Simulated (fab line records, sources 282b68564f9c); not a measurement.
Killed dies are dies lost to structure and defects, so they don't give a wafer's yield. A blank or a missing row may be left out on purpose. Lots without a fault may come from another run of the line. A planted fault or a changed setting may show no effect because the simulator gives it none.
fab line records | flow rit_cmos
record lots=6 wafers=18 last_day=7
route steps=202 shown PRETRO@69 GATE@75 FOX2@80 M1@202
lots that met no fault: from a run of the same line without faults
start_h: hours from the record's first day to the start of the lot's first wafer shown | wait_h: hours since the lot's step before | " the same as in the row above | L1.1+2: a row that stands for several wafers | - no value, or no start given | * or withheld: withheld | < > ~ a bound
route shown NAME@n: a module of which the file shows steps, and the number in the route of the first | usual: mean/standard deviation of fault-free wafers | same: alike in all rows | chamber/n: place in a boat | sites: the reading at each site | _std_site: their standard deviation | _edge_site: outer sites' mean less inner sites' | radius_mm: how far each site lies from the wafer's centre | mask NAME#n: copy n | behind: the tool/chamber that last shaped the wafer | hold: why the lot was held/for how many hours/how that ended | device: the transistor (n, p or np) that didn't switch | end of line: the same wafers' tests at the end of the route | a step without rows: its recipe alone | killed: dies lost to structure and defects at the first sort, not the wafer's yield | map: a wafer's dies, x killed, . not, _ none there
set.NAME: the setting as run; set.NAME@STEP: as run at that earlier step | model.NAME: the simulator's own value behind a step, which no gauge read
lots at some steps of the route; a table a step, a row a wafer
services: from which hour (start_h, from the record's first day; less than 0 if before it) a tool's chamber was out of use, for how many hours, and why
## steps
# step RIT_PRETRO_DEVELOP_05
# recipe resist=NOVOLAK develop_time_s=68 dev_temp_c=23
# step RIT_PRETRO_OVL_MEAS_06
# usual PRETRO_OVL=0.1/1.6
# columns lot.wafer tool chamber start_h wait_h PRETRO_OVL[nm]
L764.1 overlay-01 - 75.97 - 0.2
L764.3 " - " " -1.4
L764.4 " - " " 0.0
L771.1 overlay-02 - 111.24 - 1.0
L771.3 " - " " 0.6
L771.4 " - " " 0.6
L773.2 overlay-02 - 120.66 - -0.4
L773.4 " - " " -0.1
L773.6 " - " " -1.2
L774.1 overlay-01 - 125.59 - -0.7
L774.5 " - " " 1.3
L774.6 " - " " 0.0
L776.2 overlay-02 - 136.01 - 0.2
L776.3 " - " " -0.8
L776.5 " - " " 0.9
L778.3 overlay-02 - 145.94 - -2.3
L778.4 " - " " -0.9
L778.6 " - " " -1.6
# step RIT_PRETRO_HARDBAKE_07
# recipe resist=NOVOLAK temp_c=140 time_s=120
# step RIT_PRETRO_IMPLANT_08
# recipe species=B energy_kev=45 dose_cm2=1.2e+13 tilt_deg=7
# step RIT_PRETRO_STRIP_09
# recipe chemistry=O2 time_s=180 resist=NOVOLAK platen_temp_c=withheld power_w=500 pressure_mtorr=4000 o2_flow_sccm=4000
# usual drypump_motor_current_A=5.4/0.42
# columns lot.wafer tool chamber start_h wait_h drypump_motor_current_A rf_hours_counter_h
L764.1 plasma_asher-01 0 76.40 0.1 5.4 42
L764.3 " 1 " " 6.2 -
L764.4 " 0 " " 5.4 -
L771.1 plasma_asher-01 0 111.67 0.1 5.4 46
L771.3 " 1 " " 6.2 -
L771.4 " 0 " " 5.4 -
L773.2 plasma_asher-01 1 121.09 0.1 6.2 47
L773.4 " 0 " " 5.4 -
L773.6 " 0 " " 5.4 -
L774.1 plasma_asher-01 1 126.02 0.1 6.2 48
L774.5 " 1 " " 6.2 -
L774.6 " 0 " " 5.4 -
L776.2 plasma_asher-02 0 136.44 0.1 5.3 2
L776.3 " 0 " " 5.3 -
L776.5 " 0 " " 5.3 -
L778.3 plasma_asher-04 1 146.42 0.1 5.5 -
L778.4 " 0 " " 4.9 -
L778.6 " 1 " " 5.5 -
# step RIT_PRETRO_TW_MEAS_10
# usual PRETRO_TW=478/6.7
# columns lot.wafer tool chamber start_h wait_h PRETRO_TW
L764.1 film_metro-01 - 76.58 0.1 486
L764.3 " - " " 485
L764.4 " - " " 484
L771.1 film_metro-03 - 111.85 0.1 469
L771.3 " - " " 469
L771.4 " - " " 470
L773.2 film_metro-01 - 121.27 0.1 479
L773.4 " - " " 482
L773.6 " - " " 481
L774.1 film_metro-03 - 126.20 0.1 469
L774.5 " - " " 468
L774.6 " - " " 471
L776.2 film_metro-02 - 136.63 0.1 486
L776.3 " - " " 487
L776.5 " - " " 485
L778.3 film_metro-03 - 146.56 0.1 471
L778.4 " - " " 473
L778.6 " - " " 474
# step RIT_GATE_WET_ETCH_00
# recipe chemistry=BOE target=SiO2 target_depth_nm=56 time_s=60 dry=n2_spin dilution=10:1 temp_c=21.5
# step RIT_GATE_CLEAN_01
# recipe chemistry=SC1 mix=3:3:50 time_s=600 temp_c=75
# step RIT_GATE_CLEAN_02
# recipe chemistry=dHF dilution=50:1 time_s=30.96
# step RIT_GATE_CLEAN_03
# recipe chemistry=SC2 mix=3:3:50 time_s=600 temp_c=75 dry=n2_spin
# step RIT_GATE_CLEAN_04
# recipe chemistry=dHF dilution=50:1 time_s=60 dry=n2_spin
# step RIT_FOX2_THK_MEAS_91
# recipe reads=SiO2_of_FOX2_OXIDATION_00
# usual FIELD_OXIDE_LEFT_2_THK=257/7.2
# columns lot.wafer tool chamber start_h wait_h FIELD_OXIDE_LEFT_2_THK[nm]
L764.1 film_metro-01 - 77.08 0.0 249
L764.3 " - " " 253
L764.4 " - " " 247
L771.1 film_metro-01 - 112.50 0.0 252
L771.3 " - " " 251
L771.4 " - " " 248
L773.2 film_metro-01 - 121.75 0.0 257
L773.4 " - " " 260
L773.6 " - " " 261
L774.1 film_metro-03 - 126.69 0.0 255
L774.5 " - " " 260
L774.6 " - " " 260
L776.2 film_metro-01 - 137.11 0.0 274
L776.3 " - " " 271
L776.5 " - " " 270
L778.3 film_metro-01 - 147.03 0.0 267
L778.4 " - " " 262
L778.6 " - " " 260
# step RIT_GATE_OXIDATION_05
# recipe temp_c=900 ambient=O2 target_thk_a=30 ox_time_s=270
# usual ox_temp_c_max=903.6/1
# columns lot.wafer tool chamber start_h wait_h ox_temp_c_max model.SiO2_of_GATE_OXIDATION_05.thk_nm
L764.1 furnace-01 0 77.14 0.1 903.6 3.064
L764.3 " 0 " " 904.9 3.048
L764.4 " 0 " " 903.5 3.108
L771.1 furnace-01 0 112.56 0.1 902.7 3.143
L771.3 " 0 " " 904.3 3.117
L771.4 " 0 " " 904.5 3.091
L773.2 furnace-02 0 121.80 0.0 905.9 3.053
L773.4 " 0 " " 904.4 3.066
L773.6 " 0 " " 903.1 3.108
L774.1 furnace-01 0 127.05 0.4 902.8 3.189
L774.5 " 0 " " 904.7 3.242
L774.6 " 0 " " 904.2 3.15
L776.2 furnace-01 0 137.16 0.0 905.3 3.274
L776.3 " 0 " " 903.3 3.181
L776.5 " 0 " " 902.9 3.25
L778.3 furnace-04 0 147.07 0.0 902.1 2.978
L778.4 " 0 " " 902.2 2.931
L778.6 " 0 " " 902.7 2.943
# step RIT_GATE_ANNEAL_06
# recipe temp_c=900 time_s=600 ambient=N2O
# step RIT_GATE_THK_MEAS_07
# recipe reads=SiO2_of_GATE_OXIDATION_05
# usual GATE_OXIDE_THK=3.03/0.066
# columns lot.wafer tool chamber start_h wait_h GATE_OXIDE_THK[nm]
L764.1 film_metro-04 - 78.46 0.0 3.03
L764.3 " - " " 3.02
L764.4 " - " " 3.13
L771.1 film_metro-01 - 113.89 0.0 3.11
L771.3 " - " " 3.10
L771.4 " - " " 3.08
L773.2 film_metro-04 - 123.13 0.0 3.01
L773.4 " - " " 3.09
L773.6 " - " " 3.09
L774.1 film_metro-03 - 128.47 0.0 3.17
L774.5 " - " " 3.27
L774.6 " - " " 3.14
L776.2 film_metro-01 - 138.50 0.0 3.32
L776.3 " - " " 3.20
L776.5 " - " " 3.28
L778.3 film_metro-03 - 148.42 0.0 3.02
L778.4 " - " " 2.89
L778.6 " - " " 2.95
# step RIT_GATE_CVD_08
# recipe material=poly-Si target_thk_nm=250 temp_c=610 precursor=SiH4 time_s=2220 pressure_mtorr=300 sih4_flow_sccm=100
# step RIT_M1_PROBE_99
# usual killed_at_contacts=0.1/0.24 killed_at_front_end=7.1/2.8 killed_dies=7.2/2.8 killed_open=3.6/2.1 killed_short=3.6/1.9
# same gross_dies=264 killed_at_M0_to_M3=0 killed_at_M4_up=0 killed_at_back_side=0 killed_at_other=0
# columns lot.wafer tool chamber start_h wait_h killed_at_contacts killed_at_front_end killed_dies killed_open killed_short model.etest.pmos_0p3.r_on_ohm_um model.etest.nmos_0p3.r_on_ohm_um model.etest.nmos_0p15.drive_ua_um model.etest.nmos_narrow.drive_ua_um model.etest.nmos_0p3.drive_ua_um model.etest.pmos_0p15.drive_ua_um model.etest.pmos_0p3.drive_ua_um model.etest.pmos_narrow.drive_ua_um
L764.1 prober-02 - 102.10 0.1 0 11 11 9 2 6476 2223 452.9 221.1 218.8 245.7 96.41 98.71
L764.3 prober-02 - 102.20 0.2 0 8 8 6 2 6433 2227 444.5 217.5 217.9 242.3 97.46 97.12
L764.4 prober-02 - 102.25 0.2 0 6 6 3 3 6409 2196 453 216.3 213.6 252.1 96.41 97.46
L771.1 prober-02 - 138.02 0.1 0 3 3 3 0 6545 2219 456.8 216.4 215.7 248.7 95.43 96.49
L771.3 prober-02 - 138.12 0.2 0 4 4 0 4 6514 2196 456.5 222.7 217.7 245.8 95.34 97.57
L771.4 prober-02 - 138.17 0.2 0 7 7 2 5 6434 2189 456.1 224.2 220.5 244.7 95.59 99.19
L773.2 prober-02 - 146.80 0.1 0 6 6 4 2 6426 2159 447.3 224.6 219.9 242.4 96.8 99.69
L773.4 prober-02 - 146.90 0.2 0 6 6 2 4 6325 2159 450.6 224.4 221.8 245.3 98.6 100.4
L773.6 prober-02 - 147.00 0.2 0 13 13 8 5 6398 2183 447.6 219.3 215.3 245 95.72 98.9
L774.1 prober-01 - 153.02 0.1 0 10 10 3 7 6638 2238 449.5 218 209.5 238.1 92.9 98.23
L774.5 prober-01 - 153.22 0.2 0 5 5 0 5 6713 2265 442.1 208 204.6 235.4 91.46 94.48
L774.6 prober-01 - 153.27 0.2 0 7 7 4 3 6414 2211 457.3 219.3 215.3 249.2 96.3 100.5
L776.2 prober-01 - 161.93 0.1 0 11 11 7 4 6674 2326 415.9 192.4 195.4 236.5 91.05 89.98
L776.3 prober-01 - 161.98 0.2 0 5 5 2 3 6512 2257 427.6 201.8 202.5 241.2 94.5 95.14
L776.5 prober-01 - 162.08 0.2 0 4 4 3 1 6685 2310 423.5 196.8 198.2 235.4 90.64 91.86
L778.3 prober-02 - 178.77 0.2 1 7 8 6 2 6426 2191 454.5 220.5 224.3 244.1 99.36 99.32
L778.4 prober-02 - 178.82 0.2 0 13 13 8 5 6302 2181 462.4 227.8 227.5 244.5 100.9 101.8
L778.6 prober-02 - 178.92 0.2 0 7 7 4 3 6338 2194 452.6 224.1 223 243.7 100.2 101.3
# killed by level:class
L764.1 GATE:geometric_particle:open=7 FOX1:geometric_particle:short=1 FOX1:geometric_particle:open=1 GATE:geometric_particle:short=1 SPACER:geometric_particle:open=1
L764.3 GATE:geometric_particle:open=3 REOX:geometric_particle:open=2 FOX1:geometric_particle:open=1 FOX1:geometric_particle:short=1 GATE:geometric_particle:short=1
L764.4 FOX2:geometric_particle:short=2 GATE:geometric_particle:open=2 FOX2:geometric_particle:open=1 GATE:geometric_particle:short=1
L771.1 FOX1:geometric_particle:open=1 SPACER:geometric_particle:open=1 SILICIDE:geometric_particle:open=1
L771.3 FOX1:geometric_particle:short=1 REOX:geometric_particle:short=1 SPACER:geometric_particle:short=1 SILICIDE:geometric_particle:short=1
L771.4 FOX1:geometric_particle:short=2 FOX1:geometric_particle:open=1 GATE:geometric_particle:open=1 REOX:geometric_particle:short=1 SPACER:geometric_particle:short=1 SILICIDE:geometric_particle:short=1
L773.2 SPACER:geometric_particle:open=2 FOX1:geometric_particle:short=1 FOX2:geometric_particle:short=1 GATE:geometric_particle:open=1 REOX:geometric_particle:open=1
L773.4 FOX1:geometric_particle:short=1 FOX1:geometric_particle:open=1 FOX2:geometric_particle:short=1 GATE:geometric_particle:short=1 GATE:geometric_particle:open=1 SILICIDE:geometric_particle:short=1
L773.6 FOX1:geometric_particle:open=3 GATE:geometric_particle:open=2 FOX2:geometric_particle:short=2 SILICIDE:geometric_particle:open=2 FOX1:geometric_particle:short=1 GATE:geometric_particle:short=1 SPACER:geometric_particle:open=1 SILICIDE:geometric_particle:short=1
L774.1 GATE:geometric_particle:short=7 GATE:geometric_particle:open=2 SPACER:geometric_particle:open=1
L774.5 FOX2:geometric_particle:short=2 GATE:geometric_particle:short=2 REOX:geometric_particle:short=1
L774.6 GATE:geometric_particle:open=2 SPACER:geometric_particle:short=2 FOX2:geometric_particle:open=1 REOX:geometric_particle:short=1 SPACER:geometric_particle:open=1
L776.2 GATE:geometric_particle:open=4 GATE:geometric_particle:short=3 FOX1:geometric_particle:open=2 REOX:geometric_particle:open=1 SILICIDE:geometric_particle:short=1
L776.3 GATE:geometric_particle:open=2 GATE:geometric_particle:short=1 SPACER:geometric_particle:short=1 SILICIDE:geometric_particle:short=1
L776.5 FOX1:geometric_particle:short=1 REOX:geometric_particle:open=1 SPACER:geometric_particle:open=1 SILICIDE:geometric_particle:open=1
L778.3 FOX2:geometric_particle:open=2 SPACER:geometric_particle:open=2 FOX1:geometric_particle:short=1 GATE:geometric_particle:short=1 GATE:geometric_particle:open=1 CONTACT:geometric_particle:open=1
L778.4 FOX2:geometric_particle:open=4 FOX1:geometric_particle:short=2 GATE:geometric_particle:short=2 GATE:geometric_particle:open=2 REOX:geometric_particle:open=2 FOX2:geometric_particle:short=1
L778.6 ACTIVE:geometric_particle:open=1 FOX1:geometric_particle:open=1 GATE:geometric_particle:open=1 GATE:geometric_particle:short=1 SPACER:geometric_particle:short=1 SILICIDE:geometric_particle:short=1 SILICIDE:geometric_particle:open=1
## services
# columns tool chamber start_h hours kind
plasma_asher-04 - 55.52 12.9 repair
plasma_asher-01 - 61.46 1.8 repair
plasma_asher-02 - 108.75 9.0 pm
plasma_asher-02 0 108.75 9.0 vent_cycle
plasma_asher-02 1 108.75 9.0 vent_cycle
plasma_asher-02 0 117.75 - clean
plasma_asher-02 1 117.75 - clean
plasma_asher-01 - 128.92 8.7 repair
## key
first_sign step=RIT_GATE_THK_MEAS_07 reading=GATE_OXIDE_THK direction=up sigmas=3.1 usual=3.03 struck=3.23
effect none on later readings
model_effect step=RIT_GATE_OXIDATION_05 value=SiO2_of_GATE_OXIDATION_05.thk_nm without=2.979 struck=3.214
model_effect step=RIT_M1_PROBE_99 value=etest.pmos_0p3.r_on_ohm_um without=6193 struck=6606
met_at RIT_GATE_OXIDATION_05
struck_wafers L774.1,L774.5,L774.6,L776.2,L776.3,L776.5
tester_left_out L774,L776
onset_between 112.56 127.05
fault kind=process_parameter_drift tool=furnace-01 chamber=- onset_h=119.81 steps=RIT_GATE_OXIDATION_05 channel=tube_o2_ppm offset=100 shape=step end_h=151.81
# tester_left_out: of these lots the tester's yield and bins aren't shown, on N5 and GAA mostly nor the transistor test; their killed dies are dies lost to structure and defects alone, not to doping, threshold or leakage, so they don't give the yield
